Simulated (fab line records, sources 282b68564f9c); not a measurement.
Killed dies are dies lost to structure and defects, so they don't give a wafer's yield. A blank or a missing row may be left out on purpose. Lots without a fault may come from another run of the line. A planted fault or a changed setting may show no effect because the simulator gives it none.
fab line records | flow rit_cmos
record lots=5 wafers=15 last_day=7
route steps=202 shown NWELL@30 PWELL@39 M1@202
lots that met no fault: from a run of the same line without faults
start_h: hours from the record's first day to the start of the lot's first wafer shown | wait_h: hours since the lot's step before | " the same as in the row above | L1.1+2: a row that stands for several wafers | - no value, or no start given | * or withheld: withheld | < > ~ a bound
route shown NAME@n: a module of which the file shows steps, and the number in the route of the first | usual: mean/standard deviation of fault-free wafers | same: alike in all rows | chamber/n: place in a boat | sites: the reading at each site | _std_site: their standard deviation | _edge_site: outer sites' mean less inner sites' | radius_mm: how far each site lies from the wafer's centre | mask NAME#n: copy n | behind: the tool/chamber that last shaped the wafer | hold: why the lot was held/for how many hours/how that ended | device: the transistor (n, p or np) that didn't switch | end of line: the same wafers' tests at the end of the route | a step without rows: its recipe alone | killed: dies lost to structure and defects at the first sort, not the wafer's yield | map: a wafer's dies, x killed, . not, _ none there
set.NAME: the setting as run; set.NAME@STEP: as run at that earlier step | model.NAME: the simulator's own value behind a step, which no gauge read
lots at some steps of the route; a table a step, a row a wafer
services: from which hour (start_h, from the record's first day; less than 0 if before it) a tool's chamber was out of use, for how many hours, and why
## steps
# step RIT_NWELL_SOFTBAKE_02
# recipe resist=NOVOLAK temp_c=90 time_s=60
# step RIT_NWELL_EXPOSE_03
# recipe mask_id=M2 na=0.57 target_cd_nm=43900 dose_mj=250
# step RIT_NWELL_PEB_04
# recipe resist=NOVOLAK temp_c=withheld time_s=withheld
# step RIT_NWELL_DEVELOP_05
# recipe resist=NOVOLAK develop_time_s=68 dev_temp_c=23
# step RIT_NWELL_OVL_MEAS_06
# usual NWELL_OVL=0.6/1.4
# columns lot.wafer tool chamber start_h wait_h NWELL_OVL[nm]
L534.1 overlay-01 - 41.45 - 1.3
L534.2 " - " " 0.3
L534.6 " - " " 0.6
L542.2 overlay-01 - 80.19 - -1.6
L542.4 " - " " -0.7
L542.5 " - " " -2.0
L546.1 overlay-02 - 100.29 - 0.2
L546.5 " - " " 1.2
L546.6 " - " " -1.3
L551.3 overlay-01 - 125.43 - -0.9
L551.4 " - " " 0.6
L551.5 " - " " -0.5
L552.1 overlay-02 - 134.20 - 1.5
L552.4 " - " " 3.1
L552.5 " - " " 2.5
# step RIT_NWELL_HARDBAKE_07
# recipe resist=NOVOLAK temp_c=140 time_s=120
# step RIT_NWELL_IMPLANT_08
# recipe species=P energy_kev=170 dose_cm2=5e+13 tilt_deg=7
# step RIT_NWELL_STRIP_09
# recipe chemistry=O2 time_s=180 resist=NOVOLAK platen_temp_c=withheld power_w=500 pressure_mtorr=4000 o2_flow_sccm=4000
# usual drypump_motor_current_A=5.3/0.5
# columns lot.wafer tool chamber start_h wait_h drypump_motor_current_A rf_hours_counter_h
L534.1 plasma_asher-03 1 41.88 0.1 5.4 34
L534.2 " 0 " " 5.4 34
L534.6 " 0 " " 5.4 -
L542.2 plasma_asher-02 0 80.62 0.1 4.7 30
L542.4 " 1 " " 5.5 -
L542.5 " 0 " " 4.7 -
L546.1 plasma_asher-03 0 100.73 0.1 5.4 40
L546.5 " 1 " " 5.4 -
L546.6 " 0 " " 5.4 -
L551.3 plasma_asher-02 1 125.91 0.1 5.5 -
L551.4 " 0 " " 4.7 -
L551.5 " 0 " " 4.7 -
L552.1 plasma_asher-02 1 134.64 0.1 5.5 36
L552.4 " 1 " " 5.5 -
L552.5 " 0 " " 4.7 -
# step RIT_NWELL_TW_MEAS_10
# usual NWELL_TW=2151/15
# columns lot.wafer tool chamber start_h wait_h NWELL_TW
L534.1 film_metro-04 - 42.06 0.1 2137
L534.2 " - " " 2137
L534.6 " - " " 2130
L542.2 film_metro-02 - 80.81 0.1 2157
L542.4 " - " " 2160
L542.5 " - " " 2147
L546.1 film_metro-04 - 100.90 0.1 2137
L546.5 " - " " 2136
L546.6 " - " " 2135
L551.3 film_metro-03 - 126.04 0.1 2160
L551.4 " - " " 2162
L551.5 " - " " 2170
L552.1 film_metro-02 - 134.81 0.1 2149
L552.4 " - " " 2147
L552.5 " - " " 2163
# step RIT_PWELL_HMDS_00
# recipe prime_time_s=60 prime_temp_c=140
# step RIT_PWELL_COAT_01
# recipe resist=NOVOLAK spin_rpm=2000 resist_thk_nm=1300
# step RIT_PWELL_SOFTBAKE_02
# recipe resist=NOVOLAK temp_c=90 time_s=60
# step RIT_PWELL_EXPOSE_03
# recipe mask_id=M3 na=0.57 target_cd_nm=43700 dose_mj=250
# columns lot.wafer tool chamber start_h wait_h mask
L534.1+2+6 iline_stepper-01 0 42.63 0.1 M3#0
L542.2+4+5 iline_stepper-02 0 81.33 0.1 M2#0
L546.1+5+6 iline_stepper-02 0 101.41 0.1 M3#0
L551.3+4+5 iline_stepper-01 0 126.57 0.1 M3#0
L552.1+4+5 iline_stepper-02 0 135.45 0.2 M3#0
# step RIT_PWELL_PEB_04
# recipe resist=NOVOLAK temp_c=withheld time_s=withheld
# step RIT_PWELL_DEVELOP_05
# recipe resist=NOVOLAK develop_time_s=68 dev_temp_c=23.31
# step RIT_PWELL_OVL_MEAS_06
# usual PWELL_OVL=0.0/1.3
# columns lot.wafer tool chamber start_h wait_h PWELL_OVL[nm]
L534.1 overlay-01 - 43.10 - 0.1
L534.2 " - " " -0.2
L534.6 " - " " -0.1
L542.2 overlay-02 - 81.75 - -
L542.4 " - " " -
L542.5 " - " " -
L546.1 overlay-02 - 101.94 - -1.1
L546.5 " - " " -0.3
L546.6 " - " " -1.3
L551.3 overlay-01 - 126.98 - -0.5
L551.4 " - " " -0.2
L551.5 " - " " -1.5
L552.1 overlay-02 - 135.88 - -2.3
L552.4 " - " " -0.2
L552.5 " - " " -1.8
# step RIT_PWELL_HARDBAKE_07
# recipe resist=NOVOLAK temp_c=140 time_s=120
# step RIT_PWELL_IMPLANT_08
# recipe species=B energy_kev=170 dose_cm2=7e+13 tilt_deg=7
# step RIT_PWELL_STRIP_09
# recipe chemistry=O2 time_s=180 resist=NOVOLAK platen_temp_c=withheld power_w=500 pressure_mtorr=4000 o2_flow_sccm=4000
# usual drypump_motor_current_A=5.6/0.58
# columns lot.wafer tool chamber start_h wait_h drypump_motor_current_A rf_hours_counter_h
L534.1 plasma_asher-04 1 43.53 0.1 4.9 43
L534.2 " 0 " " 6.3 43
L534.6 " 0 " " 6.3 -
L542.2 plasma_asher-04 0 82.41 0.1 6.3 47
L542.4 " 1 " " 4.9 -
L542.5 " 1 " " 4.9 -
L546.1 plasma_asher-01 1 102.38 0.1 6.1 48
L546.5 " 0 " " 6.0 -
L546.6 " 1 " " 6.1 -
L551.3 plasma_asher-04 1 127.46 0.1 4.9 -
L551.4 " 0 " " 6.3 -
L551.5 " 0 " " 6.3 -
L552.1 plasma_asher-04 1 136.31 0.1 4.9 53
L552.4 " 0 " " 6.3 -
L552.5 " 0 " " 6.3 -
# step RIT_PWELL_TW_MEAS_10
# usual PWELL_TW=954/5.4
# columns lot.wafer tool chamber start_h wait_h hold PWELL_TW
L534.1 film_metro-03 - 43.71 0.1 - 958
L534.2 " - " " - 955
L534.6 " - " " - 957
L542.2 film_metro-03 - 82.60 0.1 await_dispo/0.2h/release 30
L542.4 " - " " await_dispo/0.2h/release 30
L542.5 " - " " await_dispo/0.2h/release 30
L542.2 film_metro-03 - 82.83 0.2 - 30
L542.4 " - " " - 30
L542.5 " - " " - 30
L546.1 film_metro-02 - 102.56 0.1 - 960
L546.5 " - " " - 958
L546.6 " - " " - 959
L551.3 film_metro-04 - 127.60 0.1 - 949
L551.4 " - " " - 952
L551.5 " - " " - 952
L552.1 film_metro-04 - 136.49 0.1 - 951
L552.4 " - " " - 946
L552.5 " - " " - 944
# step RIT_M1_PROBE_99
# usual defect_limited_yield=97.3/1.2 killed_at_front_end=7/3.1 killed_dies=7/3.1 killed_open=3.5/1.9 killed_short=3.6/2.1 sort_bin_3_pad_short=0.1/0.2 sort_bin_5_function=1.6/0.86 sort_bin_6_memory=1.0/0.64 sort_n_pass=257/3.1 sort_yield_pct=97.3/1.2
# same gross_dies=264 killed_at_M0_to_M3=0 killed_at_M4_up=0 killed_at_back_side=0 killed_at_contacts=0 killed_at_other=0
# columns lot.wafer tool chamber start_h wait_h defect_limited_yield[%] killed_at_front_end killed_dies killed_open killed_short sort_bin_3_pad_short[%] sort_bin_5_function[%] sort_bin_6_memory[%] sort_n_pass sort_yield_pct[%]
L551.3 prober-01 - 162.50 0.2 95.1 13 13 5 8 0 2.3 2.7 251 95.1
L551.4 prober-01 - 162.55 0.2 96.2 10 10 6 4 0.4 2.3 1.1 254 96.2
L551.5 prober-01 - 162.60 0.2 97.3 7 7 3 4 0 1.9 0.8 257 97.3
L552.1 prober-02 - 173.02 0.1 98.9 3 3 1 2 0 0.4 0.8 261 98.9
L552.4 prober-02 - 173.17 0.2 97.3 7 7 3 4 0 1.5 1.1 257 97.3
L552.5 prober-02 - 173.22 0.2 98.9 3 3 2 1 0 0.8 0.4 261 98.9
# killed by level:class
L551.3 GATE:geometric_particle:open=2 GATE:geometric_particle:short=2 SPACER:geometric_particle:short=2 SILICIDE:geometric_particle:short=2 FOX1:geometric_particle:short=1 FOX1:geometric_particle:open=1 FOX2:geometric_particle:open=1 REOX:geometric_particle:short=1
L551.4 GATE:geometric_particle:open=4 GATE:geometric_particle:short=4 SPACER:geometric_particle:open=2
L551.5 GATE:geometric_particle:short=3 SILICIDE:geometric_particle:open=2 GATE:geometric_particle:open=1 SPACER:geometric_particle:short=1
L552.1 GATE:geometric_particle:short=1 REOX:geometric_particle:open=1 SILICIDE:geometric_particle:short=1
L552.4 FOX2:geometric_particle:short=2 FOX2:geometric_particle:open=1 GATE:geometric_particle:short=1 GATE:geometric_particle:open=1 REOX:geometric_particle:short=1 REOX:geometric_particle:open=1
L552.5 GATE:geometric_particle:open=2 GATE:geometric_particle:short=1
## services
# columns tool chamber start_h hours kind
iline_stepper-01 - 19.16 4.4 pm
plasma_asher-03 - 30.14 7.3 repair
iline_stepper-02 - 34.93 1.7 pm
plasma_asher-02 - 50.59 2.3 repair
plasma_asher-01 - 60.14 2.8 pm
plasma_asher-02 - 77.20 0.7 repair
plasma_asher-02 - 78.69 1.6 repair
plasma_asher-03 - 79.26 1.9 repair
plasma_asher-02 - 88.25 2.5 repair
iline_stepper-01 0 101.34 - calibration
plasma_asher-03 - 108.75 9.0 pm
plasma_asher-03 0 108.75 9.0 vent_cycle
plasma_asher-03 1 108.75 9.0 vent_cycle
plasma_asher-03 0 117.75 - clean
plasma_asher-03 1 117.75 - clean
plasma_asher-03 - 133.45 1.9 repair
## key
first_sign step=RIT_PWELL_EXPOSE_03 reading=mask direction=changed
effect step=RIT_PWELL_OVL_MEAS_06 reading=PWELL_OVL direction=missing
effect step=RIT_PWELL_TW_MEAS_10 reading=visit direction=added
effect step=RIT_PWELL_TW_MEAS_10 reading=PWELL_TW direction=down sigmas=99+ usual=954 struck=30
met_at RIT_PWELL_EXPOSE_03
struck_wafers L542.2,L542.4,L542.5
scrapped_behind RIT_PWELL_TW_MEAS_10 L542.2,L542.4,L542.5
fault kind=wrong_mask tool=any chamber=- onset_h=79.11 steps=RIT_PWELL_EXPOSE_03 aux_copy=M2#0 scope=struck_lots_only
